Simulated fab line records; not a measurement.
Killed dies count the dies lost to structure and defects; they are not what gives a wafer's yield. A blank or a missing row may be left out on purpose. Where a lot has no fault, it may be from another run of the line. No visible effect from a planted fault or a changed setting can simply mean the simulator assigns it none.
Comparing a struck lot with a sound one -- flow berkeley-cmos170 -- 15 out of 331 route steps
Sound: the wafers L907.2, L907.4, L907.5. Wafers struck: L918.3, L918.4, L918.6. The cause is named last.
Order at every step that has rows: each side's tool, ch and its chambers, its first start. Under that, the readings that differ: sound wafers -- struck wafers -- difference of the means -- sigmas: that difference in standard deviations of wafers without a fault.
alike: readings whose means differ by less than 2 such deviations, and words and numbers that are the same on both sides. not compared: withheld readings, readings that some wafer has no value for, bounds like >300 that may hide the same value, and numbers for which the record gives no deviation and whose values overlap.
Wherever a step has rows on one side only, a row that says differs or no value, or a row with sigmas, the two part there. Numbers that don't overlap but have no deviation are shown without sigmas and don't part them. Lack of a reading on every wafer of one side parts them only where that side has two or more wafers.

UCB170_GATE_STRIP_16: strips in O2.
  sound on plasma-asher-02 ch 1, day 7 07:14; struck on plasma-asher-03 ch 0,1, day 9 03:15
  alike: drypump-motor-current-A, oes-product-au
  not compared: rf-hours-counter-h
UCB170_GATE_CD_MEAS_90 targets a cd of 350 nm.
  sound on cd-sem-02, day 7 07:26; struck on cd-sem-02, day 9 03:21
  alike: cd-nm
then, 7 steps without rows for these wafers: UCB170_GATE_CLEAN_17 (cleans in SPM, time 600 s); UCB170_PLDD_HMDS_00 (prime time 60 s); UCB170_PLDD_COAT_01 (resist thk 900 nm); UCB170_PLDD_SOFTBAKE_02 (time 60 s); UCB170_PLDD_EXPOSE_03 (exposes mask PSELECT, target cd 1200 nm); UCB170_PLDD_PEB_04; UCB170_PLDD_DEVELOP_05 (develop time 45 s).
UCB170_PLDD_CD_MEAS_06 targets a cd of 1200 nm.
  sound on cd-sem-01, day 7 08:59; struck on cd-sem-02, day 9 04:53
  alike: cd-nm
UCB170_PLDD_OVL_MEAS_07:
  sound on overlay-01, day 7 09:05; struck on overlay-01, day 9 04:58
  alike: PLDD_OVL
next, for these wafers, 1 step has no rows: UCB170_PLDD_IMPLANT_08.
UCB170_PLDD_IMPLANT_09:
  sound on implanter-02 ch 0, day 7 09:17; struck on implanter-02 ch 0, day 9 05:12
reading,sound,struck,difference,sigmas
beam-energy-keV,10.003 10.001 9.993,10.142 10.143 10.140,+0.143,+45
model.implant.drp-nm (nm),6.005 6.005 6.005,6.064 6.064 6.064,+0.059,
  alike: tilt-deg
UCB170_PLDD_STRIP_10: strips in O2.
  sound on plasma-asher-04 ch 0,1, day 7 09:25; struck on plasma-asher-04 ch 0,1, day 9 05:20
  alike: drypump-motor-current-A, oes-product-au, strip-time-to-endpoint-s
  not compared: rf-hours-counter-h
UCB170_M3_PROBE_99:
  record: rows for the struck wafers here (prober-01, day 10 18:13), none for the sound ones

WHERE THEY PART
At UCB170_PLDD_IMPLANT_09 first; at UCB170_M3_PROBE_99 last (within this record only).

WHY: whatever the simulator had introduced
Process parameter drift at UCB170_PLDD_IMPLANT_09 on implanter-02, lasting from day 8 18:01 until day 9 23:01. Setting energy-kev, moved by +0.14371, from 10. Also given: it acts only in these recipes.
